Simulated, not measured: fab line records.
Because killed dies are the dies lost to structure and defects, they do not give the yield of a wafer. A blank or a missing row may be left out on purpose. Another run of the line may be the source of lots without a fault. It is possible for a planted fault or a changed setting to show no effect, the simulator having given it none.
Comparing a struck lot with a sound one -- flow rit-cmos -- 43 steps out of a route of 202
Sound: wafers L845.2, L845.3, L845.6. Wafers L842.2, L842.4, L842.5 were the ones struck. The cause is given at the end.
For every step that has rows: the tool of each side, followed by ch and its chambers, followed by its first start. Under that, the readings that differ: sound wafers -- struck wafers -- difference of the means -- sigmas: that difference in standard deviations of wafers without a fault.
alike: readings with means less than 2 such deviations apart, plus words and numbers identical on both sides. not compared: withheld readings, readings lacking a value on some wafer, bounds such as >300 that could conceal the same value, and numbers that have no deviation in the record and whose values overlap.
A row with sigmas, a row that says differs or no value, or rows on one side alone: a step with any of these is where the two part. Numbers that have no deviation but don't overlap get no sigmas and don't part them. A reading that every wafer of one side lacks parts them only if that side has two wafers or more.

RIT_GATE_CD_MEAS_16: the cd target is 150 nm.
  sound on cd-sem-01 at day 6 14:13; struck on cd-sem-02 at day 5 21:58
  alike: cd-nm
RIT_GATE_OVL_MEAS_17:
  sound on overlay-01 at day 6 14:20; struck on overlay-01 at day 5 22:04
  alike: GATE_OVL
then, 1 step without rows for these wafers: RIT_GATE_HARDBAKE_18 (time 60 s).
RIT_GATE_ETCH_19: etches poly-Si in SF6/CHF3/O2, stops on SiO2, time 165 s, target depth 312.5 nm.
  sound on rie-si-02 ch 0,1,3, day 6 14:31; struck on rie-si-01 ch 0,2,3, day 5 22:15
  alike: chamber-pressure-mTorr, drypump-motor-current-A, oes-product-au, throttle-valve-pct
  not compared: rf-hours-counter-h
RIT_GATE_STRIP_20: strips in O2, time 180 s.
  sound on plasma-asher-04 ch 1, day 6 14:37; struck on plasma-asher-02 ch 1, day 5 22:22
  alike: chamber-pressure-mTorr, drypump-motor-current-A
  not compared: rf-hours-counter-h
RIT_GATE_CD_MEAS_90: the cd target is 150 nm.
  sound on cd-sem-01 at day 6 14:49; struck on cd-sem-01 at day 5 22:34
  alike: cd-nm
then, 4 steps without rows for these wafers: RIT_REOX_CLEAN_00 (cleans in SC1, time 600 s); RIT_REOX_CLEAN_01 (cleans in dHF, time 30 s); RIT_REOX_CLEAN_02 (cleans in SC2, time 600 s); RIT_REOX_OXIDATION_03 (target thk 25.2 nm, ox time 5580 s).
RIT_REOX_THK_MEAS_04:
  sound on film-metro-03 at day 6 18:29; struck on film-metro-04 at day 6 04:06
  alike: REOX_OXIDE_THK
then, 1 step without rows for these wafers: RIT_NLDD_HMDS_00 (prime time 60 s).
RIT_NLDD_COAT_01: resist thk 1000 nm.
  struck on litho-track-02, day 6 04:19; sound on litho-track-03 ch 0, day 6 18:43
  no value came back on the struck wafers for chill-plate-temp-C (C), dispense-pressure-kPa (kPa); on the sound wafers chill-plate-temp-C (C) reads 23.01 23.04 23.06
then, 4 steps without rows for these wafers: RIT_NLDD_SOFTBAKE_02 (time 60 s); RIT_NLDD_EXPOSE_03 (exposes mask M7, target cd 40700 nm); RIT_NLDD_PEB_04; RIT_NLDD_DEVELOP_05 (develop time 50 s).
RIT_NLDD_OVL_MEAS_06:
  sound on overlay-01 at day 6 19:31; struck on overlay-02 at day 6 05:00
reading,sound,struck,difference,sigmas
NLDD_OVL (nm),-0.3 0.9 0.2,- - -,no value on the struck wafers,
then, 2 steps without rows for these wafers: RIT_NLDD_HARDBAKE_07 (time 60 s); RIT_NLDD_IMPLANT_08.
RIT_NLDD_STRIP_09: strips in O2, time 180 s.
  sound on plasma-asher-04 ch 0,1, day 6 19:51; struck on plasma-asher-04 ch 0, day 6 05:26
  alike: chamber-pressure-mTorr, drypump-motor-current-A
  not compared: rf-hours-counter-h
RIT_NLDD_TW_MEAS_10:
  sound on film-metro-02 at day 6 20:02; struck on film-metro-02 at day 6 05:37
  alike: NLDD_TW
then, 6 steps without rows for these wafers: RIT_PLDD_HMDS_00 (prime time 60 s); RIT_PLDD_COAT_01 (resist thk 1000 nm); RIT_PLDD_SOFTBAKE_02 (time 60 s); RIT_PLDD_EXPOSE_03 (exposes mask M8, target cd 40900 nm); RIT_PLDD_PEB_04; RIT_PLDD_DEVELOP_05 (develop time 50 s).
RIT_PLDD_OVL_MEAS_06:
  sound on overlay-01 at day 6 20:56; struck on overlay-02 at day 6 06:49
  alike: PLDD_OVL
then, 2 steps without rows for these wafers: RIT_PLDD_HARDBAKE_07 (time 60 s); RIT_PLDD_IMPLANT_08.
RIT_PLDD_STRIP_09: strips in O2, time 180 s.
  sound on plasma-asher-02 ch 0,1, day 6 21:23; struck on plasma-asher-03 ch 0,1, day 6 07:09
  alike: chamber-pressure-mTorr, drypump-motor-current-A
  not compared: rf-hours-counter-h
RIT_PLDD_TW_MEAS_10:
  sound on film-metro-01 at day 6 21:34; struck on film-metro-02 at day 6 07:21
reading,sound,struck,difference,sigmas
PLDD_TW,2331 2330 2330,2908 2909 2916,+581,+28
then, 4 steps without rows for these wafers: RIT_SPACER_CLEAN_00 (cleans in SC1, time 600 s); RIT_SPACER_CLEAN_01 (cleans in dHF, time 30 s); RIT_SPACER_CLEAN_02 (cleans in SC2, time 600 s); RIT_SPACER_CVD_03 (deposits Si3N4 from SiH2Cl2/NH3, target thk 250 nm, time 3300 s).
RIT_SPACER_THK_MEAS_04:
  sound on film-metro-02 at day 6 23:56; struck on film-metro-02 at day 6 09:50
  alike: SPACER_NITRIDE_THK
RIT_SPACER_ETCHBACK_05: etches Si3N4 in SF6/CHF3, stops on SiO2, target depth 250 nm, time 240 s.
  sound on rie-diel-03 ch 0,2,3, day 6 23:59; struck on rie-diel-02 ch 0,3, day 6 09:53
reading,sound,struck,difference,sigmas
drypump-motor-current-A (A),6.3 6.0 6.4,5.2 5.0 5.0,-1.2,-2
  alike: chamber-pressure-mTorr, oes-product-au, throttle-valve-pct
  not compared: rf-hours-counter-h
then, 3 steps without rows for these wafers: RIT_NSD_HMDS_00 (prime time 60 s); RIT_NSD_COAT_01 (resist thk 1000 nm); RIT_NSD_SOFTBAKE_02 (time 60 s).
RIT_NSD_TW_MEAS_10:
  sound on film-metro-03 at day 7 01:46; struck on film-metro-02 at day 6 11:26
reading,sound,struck,difference,sigmas
NSD_TW,3096 3079 3093,3372 3351 3372,+276,+10

## WHERE THEY PART
At RIT_NLDD_COAT_01 first; at RIT_NSD_TW_MEAS_10 last (within this record only).

WHY: the cause the simulator had injected
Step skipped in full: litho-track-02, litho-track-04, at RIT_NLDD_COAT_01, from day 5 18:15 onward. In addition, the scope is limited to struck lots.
